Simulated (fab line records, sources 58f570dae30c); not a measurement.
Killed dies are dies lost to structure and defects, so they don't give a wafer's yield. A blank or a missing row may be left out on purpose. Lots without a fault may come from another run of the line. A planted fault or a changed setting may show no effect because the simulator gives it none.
Which tool did it? | flow berkeley_cmos170 | 14 lots, 40 wafers sampled, at 2 steps of a route of 331

WHAT THE GAUGES READ, wafer by wafer
UCB170_V1_BOW_MEAS_03. Usual: V1_BOW 21 um, standard deviation 7.2.
lot  | measured     | on            | V1_BOW (um) | flag
L305 | day 8 05:53  | film_metro-01 | 22 20 25    |
L304 | day 8 06:13  | film_metro-02 | 28 28 12    |
L303 | day 8 06:14  | film_metro-01 | 17 24 24    |
L306 | day 8 14:23  | film_metro-02 | 11 21 29    |
L310 | day 9 01:48  | film_metro-02 | 8 31 24     |
L308 | day 9 01:52  | film_metro-03 | 15 22 20    |
L309 | day 9 12:23  | film_metro-03 | 14 33 19    |
L312 | day 9 22:31  | film_metro-01 | 13 16 27    |
L313 | day 9 22:48  | film_metro-03 | 17 13 22    |
L319 | day 10 20:31 | film_metro-02 | 12 13       |
L320 | day 11 19:53 | film_metro-02 | 3 25 17     |
L324 | day 11 22:19 | film_metro-02 | 30 34 27    |
L322 | day 11 22:36 | film_metro-01 | 36 28 14    |
L321 | day 11 22:37 | film_metro-02 | 25 19       |

WHICH TOOL RAN EACH LOT (tool, then ch and the chambers of the sampled wafers, then the start)
lot  | UCB170_CONTACT_STRIP_19
L305 | plasma_asher-01 ch 0,1, day 7 22:11
L304 | plasma_asher-02 ch 0,1, day 7 22:19
L303 | plasma_asher-02 ch 0,1, day 7 23:53
L306 | plasma_asher-03 ch 0,1, day 8 07:10
L310 | plasma_asher-02 ch 0,1, day 8 17:36
L308 | plasma_asher-03 ch 0,1, day 8 17:50
L309 | plasma_asher-02 ch 0,1, day 9 05:31
L312 | plasma_asher-02 ch 1, day 9 13:29
L313 | plasma_asher-01 ch 0,1, day 9 17:02
L319 | plasma_asher-01 ch 1, day 10 14:38
L320 | plasma_asher-02 ch 0,1, day 11 14:41
L324 | plasma_asher-02 ch 0,1, day 11 15:50
L322 | plasma_asher-01 ch 0,1, day 11 16:55
L321 | plasma_asher-03 ch 0,1, day 11 17:37
- UCB170_CONTACT_STRIP_19: strips in O2.

WHAT THE TOOLS THEMSELVES READ (means of the sampled wafers that have a number; where no wafer has one, the mark that the record gives instead)
UCB170_CONTACT_STRIP_19. Usual: drypump_motor_current_A 5.3 A, standard deviation 0.5; oes_product_au 0.726 a.u., standard deviation 0.0042.
lot  | tool            | drypump_motor_current_A (A) | oes_product_au (a.u.) | flag
L305 | plasma_asher-01 | 4.8                         | 0.720                 |
L304 | plasma_asher-02 | 5.9                         | 0.725                 |
L303 | plasma_asher-02 | 5.9                         | 0.726                 |
L306 | plasma_asher-03 | 4.9                         | 0.726                 |
L310 | plasma_asher-02 | 5.9                         | 0.730                 |
L308 | plasma_asher-03 | 4.9                         | 0.727                 |
L309 | plasma_asher-02 | 5.9                         | 0.726                 |
L312 | plasma_asher-02 | 6.0                         | 0.723                 |
L313 | plasma_asher-01 | 5.1                         | 0.726                 |
L319 | plasma_asher-01 | 4.6                         | 0.718                 |
L320 | plasma_asher-02 | 5.9                         | 0.722                 |
L324 | plasma_asher-02 | 5.9                         | 0.723                 |
L322 | plasma_asher-01 | 4.8                         | 0.726                 |
L321 | plasma_asher-03 | 4.9                         | 0.729                 |

THE ANSWER, worked out from the rows above alone
Rule: a lot is off if the mean of its wafers that have a number lies more than 3 standard deviations from the usual mean. A lot without any number at a reading at which 4 lots or more have one is off too. The other lots that the step has rows for count as sound. The gauges are gone through in route order, then the tools' own readings, and for those a lot's mean is taken as printed above. The first step at which some lot is off is used, and at that step the reading that is off furthest; a lot without a number counts as furthest.
No lot is off at any reading shown: from this, nothing can be told.

WHAT THE SIMULATOR HAD PUT IN
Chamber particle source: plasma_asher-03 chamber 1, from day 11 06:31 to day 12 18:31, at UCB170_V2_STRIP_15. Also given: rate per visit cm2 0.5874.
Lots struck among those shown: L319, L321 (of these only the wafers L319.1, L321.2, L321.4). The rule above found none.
